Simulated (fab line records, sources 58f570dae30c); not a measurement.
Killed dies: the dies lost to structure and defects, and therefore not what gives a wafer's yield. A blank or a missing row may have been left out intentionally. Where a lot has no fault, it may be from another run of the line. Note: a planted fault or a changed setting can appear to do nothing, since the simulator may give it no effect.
Commonality check across tools	flow berkeley cmos170	15 lots, 54 wafers sampled

== REASON FOR OPENING ==
UCB170_PLDD_OVL_MEAS_07, reading PLDD_OVL: flagged on 3 of 15 lots. Fault-free wafers read -1 nm, with a standard deviation of 5.3.
Rule: flag the lot when none of its wafers has a number, or when each of its wafers that has one lies beyond 4 standard deviations from that mean. As for the other lots, they are considered sound.

lot	measured	on	PLDD_OVL (nm), wafer by wafer	flag
L536	day 7 16:38	overlay-01	-3 -10 -1	
L537	day 7 16:48	overlay-02	3 4 6	
L538	day 8 07:32	overlay-02	-5 -7 -5	
L540	day 8 07:49	overlay-02	4 -2 3	
L541	day 8 15:15	overlay-01	2 2 -6	
L542	day 8 15:38	overlay-02	5 2 2	
L544	day 8 21:44	overlay-01	8 11 4	
L545	day 8 21:46	overlay-02	-5 -8 -10	
L543	day 8 22:03	overlay-01	-1 2 0	
L548	day 9 21:57	overlay-01	3 -6 0	
L551	day 10 14:53	overlay-01	9 3 5	
L553	day 11 02:19	overlay-02	311 312 302 312 314 303	FLAGGED
L552	day 11 02:22	overlay-01	314 313 312 315 314 313	FLAGGED
L555	day 11 18:20	overlay-02	-7 -6 -14	
L557	day 11 18:52	overlay-01	321 309 317 322 310 317	FLAGGED
On average the flagged lots' numbers are 313 nm, which is +314 nm against the usual, or +59 standard deviations.

== EACH LOT AND THE TOOL IT RAN ON ==
Before the reading, the record contains 2 process steps out of a 331-step route. Every cell lists first the tool, next ch and the chambers used by the sampled wafers, and last the start.
lot	flag	UCB170_GATE_ETCH_14	UCB170_PLDD_EXPOSE_03
L536		rie diel-02 ch 1,3, day 7 14:35	krf scanner-02 ch 0, day 7 15:47
L537		rie diel-01 ch 0,1,3, day 7 14:51	krf scanner-02 ch 0, day 7 16:08
L538		rie diel-04 ch 0,1,2, day 8 05:38	krf scanner-02 ch 0, day 8 06:59
L540		rie diel-01 ch 0,1,2, day 8 05:55	krf scanner-01 ch 0, day 8 07:17
L541		rie diel-02 ch 0,1,2, day 8 13:35	krf scanner-02 ch 0, day 8 14:44
L542		rie diel-01 ch 0,1, day 8 13:50	krf scanner-01 ch 0, day 8 15:09
L544		rie diel-04 ch 0,1,3, day 8 18:59	krf scanner-01 ch 0, day 8 20:51
L545		rie diel-01 ch 0,2, day 8 19:06	krf scanner-02 ch 0, day 8 21:11
L543		rie diel-02 ch 0,3, day 8 19:15	krf scanner-01 ch 0, day 8 21:26
L548		rie diel-01 ch 0,1,2, day 9 19:18	krf scanner-01 ch 0, day 9 21:27
L551		rie diel-02 ch 1,2,3, day 10 13:17	krf scanner-02 ch 0, day 10 14:22
L553	FLAGGED	rie diel-02 ch 2,3, day 11 00:20	krf scanner-01 ch 0, day 11 01:23
L552	FLAGGED	rie diel-01 ch 0,3, day 11 00:34	krf scanner-01 ch 0, day 11 01:32
L555		rie diel-02 ch 0,1,3, day 11 14:37	krf scanner-02 ch 0, day 11 17:38
L557	FLAGGED	rie diel-04 ch 1,2, day 11 14:58	krf scanner-01 ch 0, day 11 18:05
These steps, and what they do:
- UCB170_GATE_ETCH_14: etches BARC in N2/H2.
- UCB170_PLDD_EXPOSE_03: exposes mask PSELECT, target cd 1200 nm.
- UCB170_PLDD_OVL_MEAS_07

== FLAGGED OVER TOTAL, TOOL BY TOOL (the gauges that took the reading come last) ==
step	tool	lots run	flagged	share of the flagged lots	sound lots run after its first flagged lot
UCB170_GATE_ETCH_14	rie diel-01	6	1	some	0
UCB170_GATE_ETCH_14	rie diel-02	6	1	some	1 (L555)
UCB170_GATE_ETCH_14	rie diel-04	3	1	some	0
UCB170_PLDD_EXPOSE_03	krf scanner-01	8	3	all	0
UCB170_PLDD_EXPOSE_03	krf scanner-02	7	0	none	-
UCB170_PLDD_OVL_MEAS_07	overlay-01	8	2	some	0
UCB170_PLDD_OVL_MEAS_07	overlay-02	7	1	some	1 (L555)

== THE TABLE: WHAT IT ALLOWS ==
All flagged lots share 1 row of the table, namely krf scanner-01 at UCB170_PLDD_EXPOSE_03.
- krf scanner-01 at UCB170_PLDD_EXPOSE_03 ran 8 lots, 3 of them flagged. A fault beginning between L548 (day 9 21:27), its last sound lot, and L553 (day 11 01:23), its first flagged one, fits the data.
krf scanner-01 at UCB170_PLDD_EXPOSE_03 is the single tool remaining.

== WHAT THE SIMULATOR HAD INSERTED ==
Scanner matching overlay: krf scanner-01, from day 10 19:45 on, at UCB170_PLDD_EXPOSE_03. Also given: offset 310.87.
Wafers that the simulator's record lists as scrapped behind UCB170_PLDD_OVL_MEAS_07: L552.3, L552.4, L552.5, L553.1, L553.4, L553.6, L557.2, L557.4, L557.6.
Shown lots that were struck: L553, L552, L557. The rule above reached the same finding.
